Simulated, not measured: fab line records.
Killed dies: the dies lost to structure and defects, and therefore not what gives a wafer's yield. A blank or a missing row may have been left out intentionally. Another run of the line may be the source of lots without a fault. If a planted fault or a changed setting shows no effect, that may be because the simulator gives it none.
2 desks looking at one fault | flow ritCmos | only its own numbers are on each desk; what lay behind them is given at the end

== FOR THE TOOL OWNER'S DESK: rtpAnneal-01 ==
Per lot that ran on this tool, the mean of the sampled wafers carrying a number, from the tool's own readings at RIT_SDANNEAL_RTA_03 (time 5 s). Marked OUT: a lot whose mean sits more than 4 standard deviations from the usual mean, which makes it out of limits; the brackets give that distance.
Columns: A = wafer_temp_C_max at RIT_SDANNEAL_RTA_03, usual 1053.6
lot  | first seen here | A
L407 | day 4 00:56     | 1054.0
L409 | day 4 11:28     | 1053.3
L411 | day 5 00:05     | 1052.3
L413 | day 5 10:03     | 1053.0
L414 | day 5 18:49     | 1053.7
L419 | day 6 14:39     | 1033.2 (-17) OUT
L421 | day 7 01:20     | 1033.2 (-17) OUT
This desk finds L419, L421 out of limits, L419 being first, at day 6 14:39 (wafer_temp_C_max at RIT_SDANNEAL_RTA_03). L407, L409, L411, L413, L414: within limits.

== THE METROLOGY DESK ==
What the gauges read for every lot (on any tool): the sampled wafers with a number, averaged. Marked OUT: a lot whose mean sits more than 4 standard deviations from the usual mean, which makes it out of limits; the brackets give that distance.
Columns: A = PSD_RS at RIT_SDANNEAL_RS_MEAS_04, usual 116.1 ohm/sq; B = PLDD_RS at RIT_SDANNEAL_RS_MEAS_06, usual 178.9 ohm/sq; C = cdNm at RIT_CONTACT_CD_MEAS_08, usual 999.9 nm; D = cdNm at RIT_CONTACT_CD_MEAS_90, usual 999.9 nm; E = M1_AL_THK at RIT_M1_THK_MEAS_02, usual 403 nm
lot  | first seen here | A               | B               | C      | D      | E
L406 | day 3 21:51     | 116.1           | 178.9           | 998.0  | 997.6  | 402
L407 | day 4 01:00     | 116.3           | 178.9           | 1000.0 | 1000.1 | 406
L409 | day 4 11:31     | 116.4           | 179.1           | 998.7  | 998.7  | 409
L411 | day 5 00:09     | 116.1           | 178.5           | 1001.1 | 1001.2 | 403
L412 | day 5 03:35     | 115.9           | 179.2           | 1002.1 | 1001.9 | 406
L413 | day 5 10:06     | 116.5           | 178.5           | 999.8  | 999.5  | 403
L415 | day 5 17:34     | 116.0           | 179.0           | 998.6  | 998.5  | 402
L414 | day 5 18:54     | 116.4           | 179.4           | 999.4  | 999.1  | 410
L416 | day 6 00:44     | 115.5           | 178.1           | 1001.1 | 1001.0 | 396
L419 | day 6 14:43     | 129.9 (+42) OUT | 194.1 (+37) OUT | 997.2  | 997.8  | 406
L421 | day 7 01:23     | 130.3 (+43) OUT | 194.2 (+37) OUT | 1003.9 | 1003.8 | 410
L422 | day 7 06:06     | 115.9           | 179.5           | 1002.7 | 1002.8 | 400
L424 | day 7 14:41     | 115.4           | 179.2           | 998.6  | 999.0  | 404
L426 | day 8 02:04     | 116.2           | 178.6           | 997.8  | 997.6  | 403
This desk reports L419, L421 out of limits; the earliest was L419 at day 6 14:43 (PSD_RS at RIT_SDANNEAL_RS_MEAS_04). L406, L407, L409, L411, L412, L413, L415, L414, L416, L422, L424, L426: within limits.

== PUT TOGETHER ==
The tool owner's desk had the chance to raise an alarm at day 6 14:39 on L419, L421.
An alarm was possible from the metrology desk at day 6 14:43, on L419, L421.
Of the lots named, all ran RIT_SDANNEAL_RTA_03 on rtpAnneal-01.

== WHAT THE SIMULATOR HAD PUT IN ==
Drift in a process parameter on rtpAnneal-01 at RIT_SDANNEAL_RTA_03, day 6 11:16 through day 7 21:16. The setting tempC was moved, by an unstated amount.
Lots struck among those shown: L419, L421.
Hours from the fault's start to each desk's first reading out of limits: the tool owner's desk, 3; the metrology desk, 3.
